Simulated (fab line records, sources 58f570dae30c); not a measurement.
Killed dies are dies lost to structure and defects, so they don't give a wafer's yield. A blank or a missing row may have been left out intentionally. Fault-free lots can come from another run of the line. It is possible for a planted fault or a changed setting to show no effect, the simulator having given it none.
Which tool is to blame?    flow berkeley_cmos170    14 lots with 42 wafers sampled at 3 steps, on a route of 331 steps

WHAT EACH GAUGE READ, for each wafer
UCB170_M1_CD_MEAS_09: target cd 700 nm. Usual: 699.8 nm for cd_nm, sd 1.2.
lot   measured      on         cd_nm (nm)         flag
L804  day 8 06:03   cd_sem-02  700.9 699.4 700.7  
L803  day 8 06:20   cd_sem-02  701.8 701.4 700.5  
L802  day 8 06:59   cd_sem-01  700.3 698.7 699.2  
L805  day 8 21:49   cd_sem-01  700.1 700.7 700.4  
L807  day 8 23:48   cd_sem-01  698.9 696.1 699.5  
L806  day 9 00:05   cd_sem-01  699.0 699.9 699.7  
L811  day 9 19:29   cd_sem-02  699.4 701.1 699.6  
L812  day 9 21:16   cd_sem-01  697.7 698.6 698.2  
L810  day 9 21:32   cd_sem-01  701.4 701.6 701.0  
L814  day 10 19:58  cd_sem-01  702.3 700.0 702.2  
L813  day 10 20:52  cd_sem-01  701.3 700.6 700.7  
L818  day 11 21:59  cd_sem-02  699.2 699.7 701.0  
L822  day 12 21:56  cd_sem-01  698.3 699.4 699.2  
L825  day 13 10:42  cd_sem-02  700.2 698.9 699.5  

UCB170_V1_BOW_MEAS_03. Usual: V1_BOW 21 um, standard deviation 7.2.
lot   measured      on             V1_BOW (um)  flag
L804  day 8 08:35   film_metro-04  19 29 8      
L803  day 8 09:56   film_metro-02  19 7 19      
L802  day 8 09:55   film_metro-03  11 9 29      
L805  day 9 00:22   film_metro-02  22 10 14     
L807  day 9 02:12   film_metro-03  13 0 22      
L806  day 9 03:32   film_metro-03  16 15 25     
L811  day 9 22:01   film_metro-04  25 23 27     
L812  day 10 00:39  film_metro-03  24 29 22     
L810  day 10 00:57  film_metro-02  19 23 17     
L814  day 10 22:52  film_metro-04  18 20 28     
L813  day 11 00:13  film_metro-02  25 29 15     
L818  day 12 01:23  film_metro-03  26 27 27     
L822  day 13 00:20  film_metro-04  21 27 20     
L825  day 13 14:09  film_metro-04  22 35 28     

TOOL THAT RAN EACH LOT (tool first, then ch and the chambers of the sampled wafers, then the start)
lot   UCB170_V1_CVD_00
L804  pecvd-02 ch 1,2, day 8 08:04
L803  pecvd-03 ch 0,1,2, day 8 09:24
L802  pecvd-04 ch 0,2, day 8 09:24
L805  pecvd-03 ch 1,2, day 8 23:51
L807  pecvd-04 ch 0,1, day 9 01:39
L806  pecvd-02 ch 0,1, day 9 02:59
L811  pecvd-02 ch 0,1,2, day 9 21:28
L812  pecvd-02 ch 0,1,2, day 10 00:08
L810  pecvd-03 ch 0,2, day 10 00:08
L814  pecvd-04 ch 1,2, day 10 22:19
L813  pecvd-02 ch 0,1,2, day 10 23:39
L818  pecvd-03 ch 0,2, day 12 00:49
L822  pecvd-02 ch 0,2, day 12 23:50
L825  pecvd-04 ch 0,1, day 13 13:37
- UCB170_V1_CVD_00: deposits SiO2 from TEOS/O2, target thk 2000 nm, time 250 s.

AS READ BY THE TOOLS THEMSELVES (means over the sampled wafers that have a number; for cases with no such wafer, the mark the record gives instead)
UCB170_V1_CVD_00. Usual: 274 W for heater_power_w, sd 67.
lot   tool      heater_power_w (W)  flag
L804  pecvd-02  242                 
L803  pecvd-03  321                 
L802  pecvd-04  274                 
L805  pecvd-03  288                 
L807  pecvd-04  259                 
L806  pecvd-02  235                 
L811  pecvd-02  242                 
L812  pecvd-02  223                 
L810  pecvd-03  334                 
L814  pecvd-04  233                 
L813  pecvd-02  268                 
L818  pecvd-03  337                 
L822  pecvd-02  212                 
L825  pecvd-04  315                 

THE ANSWER, worked out from the rows above alone
Rule: take the mean of a lot's wafers that have a number; if it is more than 3 standard deviations from the usual mean, the lot is off. Also off: a lot with no number at a reading for which 4 or more lots have one. Any other lot the step has rows for is counted as sound. After the gauges, taken in route order, come the tools' own readings; for these a lot's mean is taken, as printed above. At the first step where some lot is off, the reading lying furthest off is the one used; lots without a number count as furthest.
No lot is off at any reading shown: from this, nothing can be told.

WHAT THE SIMULATOR HAD INSERTED
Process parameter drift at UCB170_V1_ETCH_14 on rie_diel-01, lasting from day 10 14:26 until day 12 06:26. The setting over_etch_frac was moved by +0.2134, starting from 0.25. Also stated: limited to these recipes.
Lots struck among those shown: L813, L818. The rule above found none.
